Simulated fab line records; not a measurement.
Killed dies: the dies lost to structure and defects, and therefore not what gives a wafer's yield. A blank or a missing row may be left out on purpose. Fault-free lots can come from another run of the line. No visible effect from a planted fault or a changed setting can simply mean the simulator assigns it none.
Code-filled problem report in 8D (eight disciplines) form + flow berkeley_cmos170 + the parts of the form that need people (team, actions taken, sign-off) are left out

1. PROBLEM STATEMENT
At UCB170_M2_METAL_ETCH_18, bias_w averages 131.6 W over 6 wafers from 2 lots, while fault-free wafers read 120.0 W, standard deviation 0.36. That puts it +32 standard deviations away from the usual mean.
The step: etches Al in Cl2/BCl3, stops on SiO2, target depth 1170 nm, time 195 s.
First seen on wafer L974.2, day 12 06:53, on rie_metal-01. The record has a number at this step for 42 wafers belonging to 14 lots. Rule for "out", or "out of limits": more than 4 standard deviations from the usual mean. The other wafers with a number count as sound.

2. WHAT IT IS, AND WHAT IT ISN'T
| question                    | is                     | is not                                                                    |
|-----------------------------|------------------------|---------------------------------------------------------------------------|
| which readings at this step | bias_w                 | drypump_motor_current_A, mfc_cl2_sccm, oes_product_au, throttle_valve_pct |
| which lots                  | L974, L976             | L957, L958, L960, L962, L963, L964, L965, L966, L967, L968, L973, L980    |
| which wafers of those lots  | all that have a number | -                                                                         |
| read on which tools         | rie_metal-01           | rie_metal-02, rie_metal-03                                                |
| when                        | from day 12 06:53      | up to then (33 sound wafers); but 3 sound wafers of L980 came after       |

3. WHAT RULES OUT EACH SUSPECT
Counting: a tool at a process step up to the reading stays a suspect if it ran every lot that is out and no sound lot after the first of them.
- rie_metal-01 at UCB170_M2_METAL_ETCH_18 (etches Al in Cl2/BCl3, stops on SiO2, target depth 1170 nm, time 195 s): kept. It ran every lot that is out, first L974 (day 12 06:53), and no sound lot after that; its last sound lot up to then is L967 (day 11 02:26). Its own readings are out on those wafers: bias_w.
After counting, what remains is rie_metal-01 at UCB170_M2_METAL_ETCH_18.

4. THE CAUSE (what the simulator had put in)
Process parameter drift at UCB170_M2_METAL_ETCH_18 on rie_metal-01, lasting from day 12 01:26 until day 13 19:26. The setting bias_w was moved by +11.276, starting from 120. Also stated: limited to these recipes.
This tool alone remained once counting was done.

5. THE CHAIN OF EFFECTS, in route order
Rows list readings where the struck wafers' mean (over those with a number) sits beyond 3 standard deviations from the usual. Readings are gone through only where the record gives a usual standard deviation; hours: the median, over the lots, of the time from a lot's start at the first step in this table giving one to that lot's start at this step; sigmas: the change measured in usual standard deviations.
| hours | step                    | reading | usual   | on struck wafers | change | sigmas |
|-------|-------------------------|---------|---------|------------------|--------|--------|
| 0     | UCB170_M2_METAL_ETCH_18 | bias_w  | 120.0 W | 131.6            | +11.6  | +32    |
The process steps in it:
- UCB170_M2_METAL_ETCH_18: etches Al in Cl2/BCl3, stops on SiO2, target depth 1170 nm, time 195 s.
At these later measuring or inspecting steps, every struck wafer for which the step has a row has a number for every such reading, and none has moved that far: UCB170_V2_CD_MEAS_12.

6. WHAT WOULD HAVE CAUGHT IT SOONER
5 hours passed between the start of the fault at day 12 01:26 and the first reading out of limits in this record, taken at day 12 06:53.
